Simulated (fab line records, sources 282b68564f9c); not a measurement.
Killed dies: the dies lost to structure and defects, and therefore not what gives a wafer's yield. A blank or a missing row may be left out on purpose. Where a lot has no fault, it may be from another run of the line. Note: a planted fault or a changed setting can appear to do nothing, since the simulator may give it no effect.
A struck lot beside a sound one | flow rit-cmos | 15 out of 202 route steps
Sound: these wafers, L688.2, L688.4, L688.6. Wafers L689.1, L689.3, L689.6 were the ones struck. The cause is named last.
Per side, at each step with rows, come the tool, then ch with its chambers, and then its first start. Under that, the readings that differ: sound wafers | struck wafers | difference of the means | sigmas: that difference in standard deviations of wafers without a fault.
alike: words and numbers the same on both sides, and readings whose means are apart by under 2 such deviations; not compared: readings that were withheld, readings missing a value for some wafer, numbers with overlapping values and no deviation given by the record, and bounds like >300 which may hide the same value.
Wherever a step has rows on one side only, a row that says differs or no value, or a row with sigmas, the two part there. Numbers that don't overlap but have no deviation are shown without sigmas and don't part them. A reading that every wafer of one side lacks parts them only if that side has two wafers or more.

first, 2 steps without rows for these wafers: RIT_NRETRO_PEB_04; RIT_NRETRO_DEVELOP_05 (develop time 68 s).
RIT_NRETRO_OVL_MEAS_06:
  sound on overlay-02, day 2 20:15; struck on overlay-02, day 3 01:14
  alike: NRETRO_OVL
then, 2 steps without rows for these wafers: RIT_NRETRO_HARDBAKE_07 (time 120 s); RIT_NRETRO_IMPLANT_08.
RIT_NRETRO_STRIP_09: strips in O2, time 180 s.
  sound on plasma-asher-01 ch 0,1, day 2 20:41; struck on plasma-asher-04 ch 0,1, day 3 01:40
  alike: drypump-motor-current-A
  not compared: rf-hours-counter-h
RIT_NRETRO_TW_MEAS_10:
  sound on film-metro-02, day 2 20:52; struck on film-metro-03, day 3 01:50
  reading   | sound          | struck         | difference | sigmas
  NRETRO_TW | 1029 1033 1027 | 1053 1054 1044 | +21        | +2
then, 5 steps without rows for these wafers: RIT_PRETRO_HMDS_00 (prime time 60 s); RIT_PRETRO_COAT_01 (resist thk 1300 nm); RIT_PRETRO_SOFTBAKE_02 (time 60 s); RIT_PRETRO_EXPOSE_03 (exposes mask M5, target cd 43700 nm); RIT_PRETRO_PEB_04.
RIT_PRETRO_DEVELOP_05: develop time 68 s.
  sound on litho-track-04 ch 0, day 2 21:00; struck on litho-track-03 ch 0, day 3 02:00
  reading              | sound             | struck            | difference | sigmas
  developer-temp-C (C) | 22.96 22.71 22.83 | 22.24 22.16 22.22 | -0.63      | -6
RIT_PRETRO_OVL_MEAS_06:
  sound on overlay-01, day 2 21:48; struck on overlay-01, day 3 02:54
  alike: PRETRO_OVL
RIT_M1_PROBE_99:
  the record has rows for the sound wafers here (prober-01, day 4 00:40) and none for the struck ones

WHERE THEY PART
At RIT_NRETRO_TW_MEAS_10 first; at RIT_M1_PROBE_99 last (within this record only).

WHY: what had been put in by the simulator
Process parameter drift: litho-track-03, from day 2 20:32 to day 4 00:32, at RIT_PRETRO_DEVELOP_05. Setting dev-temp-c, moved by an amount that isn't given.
